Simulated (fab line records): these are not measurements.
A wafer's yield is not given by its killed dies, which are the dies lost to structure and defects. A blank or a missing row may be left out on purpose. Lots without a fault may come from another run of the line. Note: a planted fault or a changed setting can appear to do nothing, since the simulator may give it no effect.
Matching of chambers || flow berkeley cmos170 || 4 sister chambers for UCB170_V2_CMP_02 on cmp-01
The step polishes SiO2. 14 wafers are shown with their chamber, then 7 later ones without.

== WAFERS PAIRED WITH THEIR CHAMBERS ==
{"wafer": "L749.1", "chamber": 1, "motor current A (A)": 18.3}
{"wafer": "L749.4", "chamber": 3, "motor current A (A)": 16.7}
{"wafer": "L749.6", "chamber": 1, "motor current A (A)": 16.0}
{"wafer": "L746.2", "chamber": 3, "motor current A (A)": 16.7}
{"wafer": "L746.4", "chamber": 1, "motor current A (A)": 17.1}
{"wafer": "L746.5", "chamber": 1, "motor current A (A)": 17.8}
{"wafer": "L751.2", "chamber": 3, "motor current A (A)": 17.2}
{"wafer": "L751.4", "chamber": 2, "motor current A (A)": 15.7}
{"wafer": "L751.5", "chamber": 1, "motor current A (A)": 17.4}
{"wafer": "L753.1", "chamber": 0, "motor current A (A)": 13.6}
{"wafer": "L753.2", "chamber": 2, "motor current A (A)": 15.6}
{"wafer": "L753.4", "chamber": 3, "motor current A (A)": 15.2}
{"wafer": "L752.1", "chamber": 1, "motor current A (A)": 18.0}
{"wafer": "L752.4", "chamber": 2, "motor current A (A)": 14.7}

SIGNATURES (means of the wafers above)
{"reading": "motor current A", "chamber 0": 13.600, "chamber 1": 17.433, "chamber 2": 15.333, "chamber 3": 16.450, "scatter within a chamber": 0.789}
Rule: for each reading, subtract the chamber's mean from the wafer's reading, divide by that reading's scatter and square the result; add these up over the readings and take the root, which gives the wafer's distance from the chamber. If the next closest chamber is less than 2 further off than the closest, the wafer can't be placed; otherwise it belongs to the closest. The scatter is the square root of a quotient: the sum, over the shown wafers, of each reading's squared deviation from its chamber's mean, divided by wafers minus chambers.

== WAFERS WITHOUT THEIR CHAMBER ==
{"wafer": "L752.5", "motor current A (A)": 16.5}
{"wafer": "L758.2", "motor current A (A)": 17.8}
{"wafer": "L758.3", "motor current A (A)": 14.4}
{"wafer": "L758.6", "motor current A (A)": 14.3}
{"wafer": "L759.1", "motor current A (A)": 14.2}
{"wafer": "L759.2", "motor current A (A)": 18.3}
{"wafer": "L759.6", "motor current A (A)": 14.1}

== WHICH CHAMBER EACH ONE RAN IN ==
{"wafer": "L752.5", "from the rows above": "can't be placed: 3 or 1 or 2", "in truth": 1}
{"wafer": "L758.2", "from the rows above": "can't be placed: 1 or 3", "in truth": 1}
{"wafer": "L758.3", "from the rows above": "can't be placed: 0 or 2 or 3", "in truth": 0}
{"wafer": "L758.6", "from the rows above": "can't be placed: 0 or 2 or 3", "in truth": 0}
{"wafer": "L759.1", "from the rows above": "can't be placed: 0 or 2", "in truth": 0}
{"wafer": "L759.2", "from the rows above": "can't be placed: 1 or 3", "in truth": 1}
{"wafer": "L759.6", "from the rows above": "can't be placed: 0 or 2", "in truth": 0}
Correctly placed: 0 of 7. These rows do not allow placing 7 (true chamber among the candidates in 7). Placed wrongly: 0.
